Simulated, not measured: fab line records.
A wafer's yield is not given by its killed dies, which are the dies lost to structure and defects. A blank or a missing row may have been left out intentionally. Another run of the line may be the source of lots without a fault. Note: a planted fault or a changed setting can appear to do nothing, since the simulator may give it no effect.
Split-lot experiment / flow rit_cmos / on a route of 202 steps: 5 lots, 23 wafers read

== SPLIT DETAILS ==
At RIT_GATE_EXPOSE_13 (exposes mask M6, target cd 150 nm), the setting dose_mj was moved away from the recipe's 380 on 8 of the 23 wafers read, by -7.4% to +5.8%. The other wafers ran this setting at the recipe's value.

== FROM THE SPLIT TO THE READING: what the file shows between them, 6 steps ==
- RIT_GATE_PEB_14
- RIT_GATE_DEVELOP_15: develop time 50 s
- RIT_GATE_CD_MEAS_16: target cd 150 nm
- RIT_GATE_HARDBAKE_18: time 60 s
- RIT_GATE_ETCH_19: etches poly-Si in SF6/CHF3/O2, stops on SiO2, time 165 s, target depth 312.5 nm
- RIT_GATE_STRIP_20: strips in O2, time 180 s (also split here: o2_flow_sccm)

== THE READING ==
At RIT_GATE_CD_MEAS_90: cd_nm in nanometres, against a target cd of 150 nm. Typical for fault-free wafers on this fab line: 149.9 nm, with standard deviation 2.1 nm.

wafer=L077.1; tool, chamber at the split=iline_stepper-01, 0; dose_mj as run=380; against the recipe=recipe; cd_nm, nm=151.6; against lot-mates on the recipe=-
wafer=L077.2; tool, chamber at the split=iline_stepper-01, 0; dose_mj as run=351.9; against the recipe=-7.4%; cd_nm, nm=190.3; against lot-mates on the recipe=+36.2
wafer=L077.3; tool, chamber at the split=iline_stepper-01, 0; dose_mj as run=351.9; against the recipe=-7.4%; cd_nm, nm=193.1; against lot-mates on the recipe=+39.0
wafer=L077.4; tool, chamber at the split=iline_stepper-01, 0; dose_mj as run=380; against the recipe=recipe; cd_nm, nm=157.2; against lot-mates on the recipe=-
wafer=L077.6; tool, chamber at the split=iline_stepper-01, 0; dose_mj as run=380; against the recipe=recipe; cd_nm, nm=153.5; against lot-mates on the recipe=-
wafer=L076.2; tool, chamber at the split=iline_stepper-02, 0; dose_mj as run=380; against the recipe=recipe; cd_nm, nm=150.9; against lot-mates on the recipe=-
wafer=L076.3; tool, chamber at the split=iline_stepper-02, 0; dose_mj as run=380; against the recipe=recipe; cd_nm, nm=152.2; against lot-mates on the recipe=-
wafer=L076.4; tool, chamber at the split=iline_stepper-02, 0; dose_mj as run=380; against the recipe=recipe; cd_nm, nm=148.0; against lot-mates on the recipe=-
wafer=L080.2; tool, chamber at the split=iline_stepper-01, 0; dose_mj as run=394.4; against the recipe=+3.8%; cd_nm, nm=129.2; against lot-mates on the recipe=-19.7
wafer=L080.3; tool, chamber at the split=iline_stepper-01, 0; dose_mj as run=394.4; against the recipe=+3.8%; cd_nm, nm=129.5; against lot-mates on the recipe=-19.4
wafer=L080.4; tool, chamber at the split=iline_stepper-01, 0; dose_mj as run=380; against the recipe=recipe; cd_nm, nm=148.8; against lot-mates on the recipe=-
wafer=L080.5; tool, chamber at the split=iline_stepper-01, 0; dose_mj as run=380; against the recipe=recipe; cd_nm, nm=149.0; against lot-mates on the recipe=-
wafer=L080.6; tool, chamber at the split=iline_stepper-01, 0; dose_mj as run=394.4; against the recipe=+3.8%; cd_nm, nm=129.8; against lot-mates on the recipe=-19.1
wafer=L082.1; tool, chamber at the split=iline_stepper-02, 0; dose_mj as run=380; against the recipe=recipe; cd_nm, nm=149.8; against lot-mates on the recipe=-
wafer=L082.2; tool, chamber at the split=iline_stepper-02, 0; dose_mj as run=380; against the recipe=recipe; cd_nm, nm=152.1; against lot-mates on the recipe=-
wafer=L082.3; tool, chamber at the split=iline_stepper-02, 0; dose_mj as run=380; against the recipe=recipe; cd_nm, nm=151.4; against lot-mates on the recipe=-
wafer=L082.4; tool, chamber at the split=iline_stepper-02, 0; dose_mj as run=380; against the recipe=recipe; cd_nm, nm=148.8; against lot-mates on the recipe=-
wafer=L082.5; tool, chamber at the split=iline_stepper-02, 0; dose_mj as run=380; against the recipe=recipe; cd_nm, nm=153.5; against lot-mates on the recipe=-
wafer=L085.1; tool, chamber at the split=iline_stepper-02, 0; dose_mj as run=402; against the recipe=+5.8%; cd_nm, nm=122.6; against lot-mates on the recipe=-26.5
wafer=L085.2; tool, chamber at the split=iline_stepper-02, 0; dose_mj as run=402; against the recipe=+5.8%; cd_nm, nm=118.5; against lot-mates on the recipe=-30.6
wafer=L085.3; tool, chamber at the split=iline_stepper-02, 0; dose_mj as run=380; against the recipe=recipe; cd_nm, nm=151.2; against lot-mates on the recipe=-
wafer=L085.4; tool, chamber at the split=iline_stepper-02, 0; dose_mj as run=380; against the recipe=recipe; cd_nm, nm=147.0; against lot-mates on the recipe=-
wafer=L085.6; tool, chamber at the split=iline_stepper-02, 0; dose_mj as run=402; against the recipe=+5.8%; cd_nm, nm=120.1; against lot-mates on the recipe=-29.0

THE FIT
A straight line over all 23 wafers: cd_nm changes by -5.45 nm for each +1% of dose_mj; r = -0.99; the points scatter about the line by 2.3 nm.
The same after taking each lot's own level away (the mean of its wafers on the recipe; 23 wafers): -5.04 nm for each +1%; r = -1.00; scatter 1.7 nm.
The reading moves by 37 nm for the largest change in dose_mj, on that fit.
The lots' own levels span 148.90 to 154.10 nm, that is 2.5 times the standard deviation above.
Hence the lot-to-lot level has little effect on the slope; both slopes agree.
Check: +37.8 nm against its lot-mates is what the line predicts for one of the wafers moved furthest among these (-7.4%) when that wafer is left out of the fit. It came out at +36.2 nm against them.

== OTHER SPLITS ON THESE WAFERS ==
These wafers also went through other splits before the reading. Each is held against what the fit with the lots' levels taken away leaves over:
other split on the same wafers=RIT_ACTIVE_ETCH_13 rf_w; wafers away from the commonest value=6; r with cd_nm (lot level and that fit taken away)=-0.27
other split on the same wafers=RIT_NWELL_HARDBAKE_07 temp_c; wafers away from the commonest value=11; r with cd_nm (lot level and that fit taken away)=-0.01
other split on the same wafers=RIT_NWELL_IMPLANT_08 dose_cm2; wafers away from the commonest value=7; r with cd_nm (lot level and that fit taken away)=+0.14
other split on the same wafers=RIT_PWELL_IMPLANT_08 dose_cm2; wafers away from the commonest value=8; r with cd_nm (lot level and that fit taken away)=+0.25
other split on the same wafers=RIT_NRETRO_SOFTBAKE_02 temp_c; wafers away from the commonest value=6; r with cd_nm (lot level and that fit taken away)=+0.18
other split on the same wafers=RIT_NRETRO_IMPLANT_08 dose_cm2; wafers away from the commonest value=8; r with cd_nm (lot level and that fit taken away)=+0.24
other split on the same wafers=RIT_GATE_OXIDATION_05 ox_time_s; wafers away from the commonest value=15; r with cd_nm (lot level and that fit taken away)=+0.02
other split on the same wafers=RIT_GATE_STRIP_20 o2_flow_sccm; wafers away from the commonest value=7; r with cd_nm (lot level and that fit taken away)=-0.13

== THE WHOLE CHAIN: every reading that the file lists as answering this split, in the file's order ==
step=RIT_GATE_CD_MEAS_16; what it does=target cd 150 nm; reading=cd_nm; change (the file's fit)=-5.08 nm for each +1% of the setting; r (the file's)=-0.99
step=RIT_GATE_ETCH_19; what it does=etches poly-Si in SF6/CHF3/O2, stops on SiO2, time 165 s, target depth 312.5 nm; reading=GATE.cd_nm (the simulator's own value, which no gauge read); change (the file's fit)=-5.06 nm for each +1% of the setting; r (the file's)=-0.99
step=RIT_GATE_CD_MEAS_90; what it does=target cd 150 nm; reading=cd_nm; change (the file's fit)=-5.05 nm for each +1% of the setting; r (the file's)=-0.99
step=RIT_M1_PROBE_99; what it does=; reading=etest.pmos_0p3.r_on_ohm_um (the simulator's own value, which no gauge read); change (the file's fit)=-51.7 for each +1% of the setting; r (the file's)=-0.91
step=RIT_M1_PROBE_99; what it does=; reading=etest.pmos_turned.r_on_ohm_um (the simulator's own value, which no gauge read); change (the file's fit)=-119 for each +1% of the setting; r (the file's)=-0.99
step=RIT_M1_PROBE_99; what it does=; reading=etest.pmos_0p15.r_on_ohm_um (the simulator's own value, which no gauge read); change (the file's fit)=-113 for each +1% of the setting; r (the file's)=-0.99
step=RIT_M1_PROBE_99; what it does=; reading=etest.nmos_0p15.r_on_ohm_um (the simulator's own value, which no gauge read); change (the file's fit)=-30 for each +1% of the setting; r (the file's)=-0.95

== THE FILE'S OWN FIT ==
cd_nm changes by -5.05 nm for each +1% of dose_mj, r = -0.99.
